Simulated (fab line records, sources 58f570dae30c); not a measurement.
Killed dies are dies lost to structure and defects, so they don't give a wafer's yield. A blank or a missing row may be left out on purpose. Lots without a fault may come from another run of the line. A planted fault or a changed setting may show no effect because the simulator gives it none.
fab line records | flow berkeley_cmos170 | part 1 of 2: steps 1 to 26 of 35
record lots=5 wafers=15 last_day=10
route steps=331 shown V2@294 M3@309
lots that met no fault: from a run of the same line without faults
start_h: hours from the record's first day to the start of the lot's first wafer shown | wait_h: hours since the lot's step before | " the same as in the row above | L1.1+2: a row that stands for several wafers | - no value, or no start given | * or withheld: withheld | < > ~ a bound
route shown NAME@n: a module of which the file shows steps, and the number in the route of the first | usual: mean/standard deviation of fault-free wafers | same: alike in all rows | chamber/n: place in a boat | sites: the reading at each site | _std_site: their standard deviation | _edge_site: outer sites' mean less inner sites' | radius_mm: how far each site lies from the wafer's centre | mask NAME#n: copy n | behind: the tool/chamber that last shaped the wafer | hold: why the lot was held/for how many hours/how that ended | device: the transistor (n, p or np) that didn't switch | end of line: the same wafers' tests at the end of the route | a step without rows: its recipe alone | killed: dies lost to structure and defects at the first sort, not the wafer's yield | map: a wafer's dies, x killed, . not, _ none there
set.NAME: the setting as run; set.NAME@STEP: as run at that earlier step | model.NAME: the simulator's own value behind a step, which no gauge read
lots at some steps of the route; a table a step, a row a wafer
services: from which hour (start_h, from the record's first day; less than 0 if before it) a tool's chamber was out of use, for how many hours, and why
## steps
# step UCB170_V2_CMP_02
# recipe material=SiO2 down_force_psi=6 platen_rpm=60 pad_velocity_m_s=0.75398
# usual motor_current_A=15.4/1.7
# columns lot.wafer tool chamber start_h wait_h motor_current_A
L074.2 cmp-02 0 152.22 0.1 15.3
L074.4 " 1 " " 15.9
L074.6 " 3 " " 13.4
L078.2 cmp-02 3 178.01 0.0 13.8
L078.4 " 2 " " 14.7
L078.5 " 0 " " 14.5
L077.1 cmp-01 1 178.34 0.1 17.4
L077.3 " 2 " " 14.7
L077.2 " 3 " " 17.4
L084.1 cmp-01 2 204.99 0.1 14.4
L084.3 " 3 " " 17.0
L084.2 " 0 " " 15.1
L089.3 cmp-01 2 230.09 0.1 14.8
L089.4 " 3 " " 16.4
L089.6 " 0 " " 14.2
# step UCB170_V2_BOW_MEAS_03
# recipe mode=bow
# usual V2_BOW=37/7.6
# columns lot.wafer tool chamber start_h wait_h V2_BOW[um]
L074.2 film_metro-01 - 152.49 0.2 32
L074.4 " - " " 44
L074.6 " - " " 33
L078.2 film_metro-02 - 178.33 0.3 37
L078.4 " - " " 39
L078.5 " - " " 37
L077.1 film_metro-03 - 178.59 0.2 27
L077.2 " - " " 37
L077.3 " - " " 28
L084.1 film_metro-03 - 205.24 0.2 41
L084.2 " - " " 42
L084.3 " - " " 25
L089.3 film_metro-02 - 230.33 0.2 42
L089.4 " - " " 34
L089.6 " - " " 35
# step UCB170_V2_THK_MEAS_04
# recipe reads=SiO2_of_V2_CVD_00
# usual V2_POLISHED_THK=1000.0/1.2
# columns lot.wafer tool chamber start_h wait_h V2_POLISHED_THK[nm]
L074.2 film_metro-01 - 152.60 0.1 1000.0
L074.4 " - " " 1000.4
L074.6 " - " " 997.4
L078.2 film_metro-02 - 178.44 0.1 1000.9
L078.4 " - " " 1000.5
L078.5 " - " " 999.7
L077.1 film_metro-03 - 178.71 0.1 999.4
L077.2 " - " " 999.8
L077.3 " - " " 1000.9
L084.1 film_metro-03 - 205.36 0.1 1000.8
L084.2 " - " " 999.9
L084.3 " - " " 1001.0
L089.3 film_metro-02 - 230.43 0.1 1000.8
L089.4 " - " " 999.3
L089.6 " - " " 998.3
# step UCB170_V2_CLEAN_05
# recipe chemistry=DIW
# columns lot.wafer tool chamber start_h wait_h
L074.2+4+6 wet_bench-01 2 152.65 0.0
L078.2+4+5 wet_bench-02 3 178.49 0.0
L077.1+2+3 wet_bench-03 1 178.77 0.1
L084.1+2+3 wet_bench-01 2 205.56 0.2
L089.3+4+6 wet_bench-02 2 230.47 0.0
# step UCB170_V2_HMDS_06
# recipe prime_time_s=60 prime_temp_c=100
# usual exhaust_pa=45.2/0.9
# columns lot.wafer tool chamber start_h wait_h exhaust_pa
L074.2 litho_track-02 0 152.85 0.0 46.4
L074.4 " 0 " " 45.8
L074.6 " 0 " " 45.5
L078.2 litho_track-03 0 178.69 0.0 44.8
L078.4 " 0 " " 44.7
L078.5 " 0 " " 44.1
L077.1 litho_track-01 0 178.94 0.0 43.4
L077.2 " 0 " " 44.6
L077.3 " 0 " " 45.1
L084.1 litho_track-03 0 205.77 0.0 45.9
L084.2 " 0 " " 45.1
L084.3 " 0 " " 45.4
L089.3 litho_track-01 0 230.70 0.1 45.7
L089.4 " 0 " " 44.5
L089.6 " 0 " " 45.4
# step UCB170_V2_COAT_07
# recipe resist=KrF spin_rpm=1500 resist_thk_nm=900
# usual exhaust_pa=44.9/0.94
# columns lot.wafer tool chamber start_h wait_h exhaust_pa
L074.2 litho_track-02 0 153.00 0.1 45.0
L074.4 " 0 " " 46.2
L074.6 " 0 " " 46.1
L078.2 litho_track-03 0 178.84 0.1 43.9
L078.4 " 0 " " 43.8
L078.5 " 0 " " 45.6
L077.1 litho_track-01 0 179.09 0.1 44.7
L077.2 " 0 " " 45.8
L077.3 " 0 " " 45.2
L084.1 litho_track-03 0 205.92 0.1 44.6
L084.2 " 0 " " 43.4
L084.3 " 0 " " 44.8
L089.3 litho_track-01 0 230.85 0.1 45.4
L089.4 " 0 " " 43.9
L089.6 " 0 " " 43.1
# step UCB170_V2_SOFTBAKE_08
# recipe resist=KrF temp_c=130 time_s=60
# usual exhaust_pa=45.1/0.96
# same time_s=60
# columns lot.wafer tool chamber start_h wait_h exhaust_pa
L074.2 litho_track-02 0 153.15 0.1 43.7
L074.4 " 0 " " 44.9
L074.6 " 0 " " 45.7
L078.2 litho_track-03 0 178.99 0.1 45.3
L078.4 " 0 " " 45.5
L078.5 " 0 " " 44.2
L077.1 litho_track-01 0 179.24 0.1 46.1
L077.2 " 0 " " 45.6
L077.3 " 0 " " 45.1
L084.1 litho_track-03 0 206.07 0.1 45.1
L084.2 " 0 " " 45.9
L084.3 " 0 " " 43.1
L089.3 litho_track-01 0 231.00 0.1 44.7
L089.4 " 0 " " 47.2
L089.6 " 0 " " 45.6
# step UCB170_V2_EXPOSE_09
# recipe mask_id=VIA2 target_cd_nm=700 na=0.5 sigma_outer=0.6 source_shape=conventional dose_mj=37
# columns lot.wafer tool chamber start_h wait_h mask
L074.2+4+6 krf_scanner-01 0 153.42 0.2 VIA2#0
L078.2+4+5 krf_scanner-01 0 179.26 0.2 VIA2#0
L077.1+2+3 krf_scanner-02 0 179.52 0.2 VIA2#0
L084.1+2+3 krf_scanner-02 0 206.26 0.2 VIA2#0
L089.3+4+6 krf_scanner-02 0 231.26 0.2 VIA2#0
# step UCB170_V2_PEB_10
# recipe peb_temp_c=130 peb_time_s=withheld resist=KrF
# usual exhaust_pa=45.0/0.96
# columns lot.wafer tool chamber start_h wait_h exhaust_pa
L074.2 litho_track-02 0 153.54 0.1 46.2
L074.4 " 0 " " 45.4
L074.6 " 0 " " 45.1
L078.2 litho_track-03 0 179.39 0.1 45.5
L078.4 " 0 " " 45.2
L078.5 " 0 " " 46.0
L077.1 litho_track-01 0 179.64 0.1 45.2
L077.2 " 0 " " 44.4
L077.3 " 0 " " 44.4
L084.1 litho_track-02 0 206.37 0.1 47.1
L084.2 " 0 " " 45.2
L084.3 " 0 " " 45.6
L089.3 litho_track-03 0 231.39 0.1 45.4
L089.4 " 0 " " 45.9
L089.6 " 0 " " 45.1
# step UCB170_V2_DEVELOP_11
# recipe developer=TMAH develop_time_s=45 resist=KrF dev_temp_c=21
# usual exhaust_pa=44.8/0.81
# columns lot.wafer tool chamber start_h wait_h exhaust_pa
L074.2 litho_track-02 0 - - 46.4
L074.4 " 0 " " 45.8
L074.6 " 0 " " 44.6
L078.2 litho_track-03 0 - - 44.0
L078.4 " 0 " " 44.2
L078.5 " 0 " " 44.5
L077.1 litho_track-01 0 - - 44.6
L077.2 " 0 " " 44.8
L077.3 " 0 " " 43.9
L084.1 litho_track-02 0 - - 44.9
L084.2 " 0 " " 43.9
L084.3 " 0 " " 43.4
L089.3 litho_track-03 0 - - 45.0
L089.4 " 0 " " 43.6
L089.6 " 0 " " 44.5
# step UCB170_V2_CD_MEAS_12
# recipe target_cd_nm=700
# usual cd_nm=700.2/1.2
# columns lot.wafer tool chamber start_h wait_h cd_nm
L074.2 cd_sem-02 - 153.81 - 703.1
L074.4 " - " " 700.6
L074.6 " - " " 701.5
L078.2 cd_sem-01 - 179.66 - 699.4
L078.4 " - " " 700.4
L078.5 " - " " 699.9
L077.1 cd_sem-01 - 179.91 - 701.1
L077.2 " - " " 699.9
L077.3 " - " " 700.4
L084.1 cd_sem-02 - 206.65 - 698.7
L084.2 " - " " 698.1
L084.3 " - " " 697.6
L089.3 cd_sem-01 - 231.65 - 699.4
L089.4 " - " " 699.9
L089.6 " - " " 698.3
# step UCB170_V2_OVL_MEAS_13
# usual V2_OVL=3/7.3
# columns lot.wafer tool chamber start_h wait_h V2_OVL[nm]
L074.2 overlay-01 - 153.92 0.1 -3
L074.4 " - " " -10
L074.6 " - " " -8
L078.2 overlay-01 - 179.76 0.1 4
L078.4 " - " " 2
L078.5 " - " " 2
L077.1 overlay-02 - 180.03 0.1 8
L077.2 " - " " 3
L077.3 " - " " 4
L084.1 overlay-01 - 206.77 0.1 0
L084.2 " - " " 3
L084.3 " - " " 4
L089.3 overlay-01 - 231.75 0.1 6
L089.4 " - " " 9
L089.6 " - " " 11
# step UCB170_V2_ETCH_14
# recipe chemistry=CHF3/CF4/Ar target=SiO2 stop_on=Al CHF3_flow_sccm=45 cf4_flow_sccm=15 Ar_flow_sccm=150 pressure_mtorr=200 rf_w=700 target_depth_a=12500 over_etch_frac=0.2353 time_s=291
# usual cf4_flow_sccm=15.00/0.047 chamber_pressure_mTorr=199.99/0.2 drypump_motor_current_A=5.7/0.45 oes_product_au=0.881/0.015 throttle_valve_pct=6.99/0.15
# same time_s=291
# columns lot.wafer tool chamber start_h wait_h cf4_flow_sccm chamber_pressure_mTorr drypump_motor_current_A oes_product_au rf_hours_counter_h throttle_valve_pct
L074.2 rie_diel-02 2 153.95 0.0 14.96 200.37 5.2 0.897 40 6.65
L074.4 " 1 " " 14.98 200.23 5.0 0.885 - 7.13
L074.6 " 2 " " 14.94 199.48 5.1 0.889 - 6.65
L078.2 rie_diel-04 2 179.79 0.0 15.05 200.06 6.2 0.843 6 6.93
L078.4 " 1 " " 14.85 200.17 5.6 0.873 18 7.01
L078.5 " 0 " " 15.02 200.04 5.9 0.880 - 6.96
L077.1 rie_diel-02 1 180.07 0.0 15.02 199.89 5.0 0.882 21 7.13
L077.2 " 2 " " 14.94 199.89 5.1 0.887 42 6.65
L077.3 " 0 " " 15.02 200.53 6.0 0.899 109 7.13
L084.1 rie_diel-04 0 206.80 0.0 15.03 199.75 5.9 0.881 10 6.97
L084.2 " 2 " " 14.99 200.00 6.2 0.852 7 6.94
L084.3 " 1 " " 15.00 199.40 5.6 0.876 19 6.99
L089.3 rie_diel-03 2 231.77 0.0 15.03 199.87 6.2 0.876 20 6.96
L089.4 " 0 " " 15.05 200.00 5.4 0.859 - 6.80
L089.6 " 2 " " 15.00 200.15 6.2 0.884 - 6.96
# step UCB170_V2_STRIP_15
# recipe chemistry=O2 power_w=400 pressure_mtorr=3500 platen_temp_c=withheld o2_flow_sccm=400 overash_fraction=0.5
# usual chamber_pressure_mTorr=3500/3.3 drypump_motor_current_A=5.8/0.44 oes_product_au=0.721/0.0044 strip_time_to_endpoint_s=15.44/0.11
# same overash_fraction=0.5
# columns lot.wafer tool chamber start_h wait_h chamber_pressure_mTorr drypump_motor_current_A oes_product_au rf_hours_counter_h strip_time_to_endpoint_s
L074.2 plasma_asher-04 1 154.13 0.1 3504 6.2 0.723 46 15.45
L074.4 " 1 " " 3504 6.3 0.722 - 15.39
L074.6 " 0 " " 3500 5.3 0.722 - 15.39
L078.2 plasma_asher-04 0 179.97 0.1 3496 5.3 0.721 49 15.49
L078.4 " 1 " " 3503 6.2 0.719 - 15.48
L078.5 " 1 " " 3502 6.2 0.721 - 15.61
L077.1 plasma_asher-01 1 180.25 0.1 3501 5.9 0.719 7 15.35
L077.2 " 0 " " 3500 6.1 0.725 7 15.41
L077.3 " 1 " " 3496 5.9 0.728 - 15.28
L084.1 plasma_asher-01 0 206.98 0.1 3500 6.1 0.717 10 15.52
L084.2 " 1 " " 3495 5.9 0.710 10 15.47
L084.3 " 1 " " 3501 5.9 0.715 - 15.44
L089.3 plasma_asher-01 1 231.98 0.1 3503 5.9 0.724 - 15.48
L089.4 " 0 " " 3495 6.1 0.718 - 15.39
L089.6 " 0 " " 3500 6.1 0.724 - 15.43
# step UCB170_V2_CD_MEAS_90
# recipe target_cd_nm=700
# usual cd_nm=699.8/1.5
# columns lot.wafer tool chamber start_h wait_h cd_nm
L074.2 cd_sem-02 - 154.25 0.1 701.7
L074.4 " - " " 698.9
L074.6 " - " " 700.1
L078.2 cd_sem-02 - 180.09 0.1 700.6
L078.4 " - " " 700.7
L078.5 " - " " 701.2
L077.1 cd_sem-02 - 180.35 0.1 698.8
L077.2 " - " " 698.7
L077.3 " - " " 701.1
L084.1 cd_sem-01 - 207.08 0.1 698.6
L084.2 " - " " 698.0
L084.3 " - " " 697.6
L089.3 cd_sem-02 - 232.09 0.1 698.9
L089.4 " - " " 699.3
L089.6 " - " " 697.7
# step UCB170_M3_PRE_CLEAN_00
# recipe gas=Ar preclean_etch_time_s=60
# columns lot.wafer tool chamber start_h wait_h
L074.2+4+6 pvd_sputter-03 - 154.35 0.1
L078.2+4+5 pvd_sputter-03 - 180.19 0.1
L077.1+2+3 pvd_sputter-02 - 180.47 0.1
L084.1+2+3 pvd_sputter-01 - 207.20 0.1
L089.3+4+6 pvd_sputter-01 - 232.17 0.1
# step UCB170_M3_SPUTTER_01
# recipe material=Al target_thk_nm=900 time_s=120 power_w=6000 chamber_pressure_pa=0.5
# usual throttle_valve_pct=30.6/1
# same time_s=120
# columns lot.wafer tool chamber start_h wait_h throttle_valve_pct
L074.2 pvd_sputter-03 - 154.42 0.0 29.5
L074.4 " - " " 32.6
L074.6 " - " " 29.2
L078.2 pvd_sputter-03 - 180.26 0.0 32.6
L078.4 " - " " 29.2
L078.5 " - " " 30.0
L077.1 pvd_sputter-02 - 180.53 0.0 30.5
L077.2 " - " " 29.5
L077.3 " - " " 30.2
L084.1 pvd_sputter-01 - 207.27 0.0 31.5
L084.2 " - " " 29.9
L084.3 " - " " 30.8
L089.3 pvd_sputter-01 - 232.24 0.0 31.4
L089.4 " - " " 31.7
L089.6 " - " " 30.2
# step UCB170_M3_RS_MEAS_02
# recipe thk_meas_gauge=four-point-probe reads=Al_of_M3_SPUTTER_01
# usual M3_AL_RS=0.0320/0.00034
# columns lot.wafer tool chamber start_h wait_h M3_AL_RS[ohm/sq]
L074.2 film_metro-01 - 154.52 0.1 0.0323
L074.4 " - " " 0.0322
L074.6 " - " " 0.0323
L078.2 film_metro-03 - 180.36 0.1 0.0316
L078.4 " - " " 0.0320
L078.5 " - " " 0.0319
L077.1 film_metro-04 - 180.62 0.0 0.0322
L077.2 " - " " 0.0327
L077.3 " - " " 0.0324
L084.1 film_metro-03 - 207.35 0.0 0.0322
L084.2 " - " " 0.0319
L084.3 " - " " 0.0317
L089.3 film_metro-01 - 232.36 0.1 0.0324
L089.4 " - " " 0.0322
L089.6 " - " " 0.0324
# step UCB170_M3_THK_MEAS_03
# recipe thk_meas_gauge=xrf reads=Al_of_M3_SPUTTER_01
# usual M3_AL_THK=882/11
# columns lot.wafer tool chamber start_h wait_h M3_AL_THK[nm]
L074.2 film_metro-01 - 154.63 0.1 879
L074.4 " - " " 885
L074.6 " - " " 880
L078.2 film_metro-03 - 180.47 0.1 903
L078.4 " - " " 891
L078.5 " - " " 892
L077.1 film_metro-04 - 180.74 0.1 870
L077.2 " - " " 861
L077.3 " - " " 864
L084.1 film_metro-03 - 207.47 0.1 880
L084.2 " - " " 881
L084.3 " - " " 887
L089.3 film_metro-01 - 232.46 0.1 873
L089.4 " - " " 880
L089.6 " - " " 878
# step UCB170_M3_HMDS_04
# recipe prime_time_s=60 prime_temp_c=100
# usual exhaust_pa=45.1/0.9
# columns lot.wafer tool chamber start_h wait_h exhaust_pa
L074.2 litho_track-04 0 154.70 0.1 46.4
L074.4 " 0 " " 45.0
L074.6 " 0 " " 44.7
L078.2 litho_track-01 0 180.67 0.2 45.7
L078.4 " 0 " " 45.5
L078.5 " 0 " " 46.3
L077.1 litho_track-04 0 181.05 0.3 44.7
L077.2 " 0 " " 43.6
L077.3 " 0 " " 44.2
L084.1 litho_track-02 0 207.82 0.3 45.8
L084.2 " 0 " " 44.9
L084.3 " 0 " " 45.0
L089.3 litho_track-04 0 232.59 0.1 43.4
L089.4 " 0 " " 43.5
L089.6 " 0 " " 43.4
# step UCB170_M3_COAT_05
# recipe resist=KrF spin_rpm=1500 resist_thk_nm=900
# usual exhaust_pa=44.9/0.92
# columns lot.wafer tool chamber start_h wait_h exhaust_pa
L074.2 litho_track-04 0 154.85 0.1 45.1
L074.4 " 0 " " 44.7
L074.6 " 0 " " 44.6
L078.2 litho_track-01 0 180.82 0.1 45.9
L078.4 " 0 " " 44.6
L078.5 " 0 " " 45.7
L077.1 litho_track-04 0 181.20 0.1 46.1
L077.2 " 0 " " 44.5
L077.3 " 0 " " 44.5
L084.1 litho_track-02 0 207.97 0.1 44.1
L084.2 " 0 " " 44.8
L084.3 " 0 " " 44.9
L089.3 litho_track-04 0 232.74 0.1 44.5
L089.4 " 0 " " 44.9
L089.6 " 0 " " 44.1
# step UCB170_M3_SOFTBAKE_06
# recipe resist=KrF temp_c=130 time_s=60
# usual exhaust_pa=45.1/1
# same time_s=60
# columns lot.wafer tool chamber start_h wait_h exhaust_pa
L074.2 litho_track-04 0 155.00 0.1 45.2
L074.4 " 0 " " 45.4
L074.6 " 0 " " 45.1
L078.2 litho_track-01 0 180.97 0.1 45.5
L078.4 " 0 " " 45.9
L078.5 " 0 " " 45.5
L077.1 litho_track-04 0 181.35 0.1 44.3
L077.2 " 0 " " 47.3
L077.3 " 0 " " 47.0
L084.1 litho_track-02 0 208.12 0.1 43.2
L084.2 " 0 " " 44.8
L084.3 " 0 " " 44.7
L089.3 litho_track-04 0 232.89 0.1 45.6
L089.4 " 0 " " 45.2
L089.6 " 0 " " 45.6
# step UCB170_M3_STRIP_07
# recipe chemistry=O2 power_w=400 pressure_mtorr=3500 platen_temp_c=withheld o2_flow_sccm=400 overash_fraction=0.5
# usual chamber_pressure_mTorr=3500/3.2 drypump_motor_current_A=5.6/0.46 oes_product_au=0.734/0.0045 strip_time_to_endpoint_s=21.97/0.061
# same overash_fraction=0.5
# columns lot.wafer tool chamber start_h wait_h chamber_pressure_mTorr drypump_motor_current_A oes_product_au rf_hours_counter_h strip_time_to_endpoint_s
L074.2 plasma_asher-03 0 155.13 0.1 3496 5.7 0.735 43 21.99
L074.4 " 1 " " 3500 5.3 0.741 - 22.02
L074.6 " 0 " " 3497 5.7 0.741 - 21.98
L078.2 plasma_asher-03 1 181.10 0.1 3505 5.2 0.735 45 21.99
L078.4 " 0 " " 3499 5.7 0.739 - 21.97
L078.5 " 1 " " 3504 5.2 0.743 - 22.00
L077.1 plasma_asher-03 1 181.50 0.1 3497 5.2 0.741 45 21.85
L077.2 " 0 " " 3500 5.7 0.726 45 21.95
L077.3 " 1 " " 3504 5.2 0.729 - 21.88
L084.1 plasma_asher-02 0 208.27 0.1 3498 6.2 0.728 47 21.93
L084.2 " 1 " " 3496 4.8 0.728 47 21.93
L084.3 " 0 " " 3502 6.1 0.736 - 21.94
L089.3 plasma_asher-03 0 233.02 0.1 3500 5.7 0.729 - 21.86
L089.4 " 1 " " 3498 5.2 0.732 - 21.88
L089.6 " 0 " " 3498 5.7 0.739 - 21.87
# step UCB170_M3_STRIP_08
# recipe chemistry=DMSO temp_c=80 time_s=600 material=KrF
# same time_s=600
# columns lot.wafer tool chamber start_h wait_h
L074.2+4+6 wet_bench-04 0 155.23 0.1
L078.2+4+5 wet_bench-01 2 181.20 0.1
L077.1+2+3 wet_bench-01 1 181.60 0.1
L084.1+2+3 wet_bench-04 2 208.37 0.1
L089.3+4+6 wet_bench-01 0 233.09 0.0
# step UCB170_M3_COAT_09
# recipe resist=BARC temp_c=withheld time_s=withheld spin_rpm=3000 resist_thk_nm=withheld
# usual exhaust_pa=44.9/1
# columns lot.wafer tool chamber start_h wait_h exhaust_pa
L074.2 litho_track-02 0 155.64 0.2 42.5
L074.4 " 0 " " 43.7
L074.6 " 0 " " 43.4
L078.2 litho_track-04 0 181.52 0.2 45.5
L078.4 " 0 " " 45.4
L078.5 " 0 " " 45.1
L077.1 litho_track-01 0 181.77 0.0 44.4
L077.2 " 0 " " 45.1
L077.3 " 0 " " 46.2
L084.1 litho_track-02 0 208.99 0.4 44.6
L084.2 " 0 " " 44.8
L084.3 " 0 " " 44.4
L089.3 litho_track-01 0 233.32 0.1 45.4
L089.4 " 0 " " 44.2
L089.6 " 0 " " 43.5
# step UCB170_M3_COAT_10
# recipe resist=KrF spin_rpm=1500 resist_thk_nm=900
# usual exhaust_pa=45.0/0.9
# columns lot.wafer tool chamber start_h wait_h exhaust_pa
L074.2 litho_track-02 0 - - 45.0
L074.4 " 0 " " 44.8
L074.6 " 0 " " 45.4
L078.2 litho_track-04 0 - - 44.8
L078.4 " 0 " " 44.7
L078.5 " 0 " " 44.2
L077.1 litho_track-01 0 - - 45.4
L077.2 " 0 " " 44.4
L077.3 " 0 " " 45.5
L084.1 litho_track-02 0 - - 44.9
L084.2 " 0 " " 46.2
L084.3 " 0 " " 45.4
L089.3 litho_track-01 0 - - 45.3
L089.4 " 0 " " 44.8
L089.6 " 0 " " 44.3
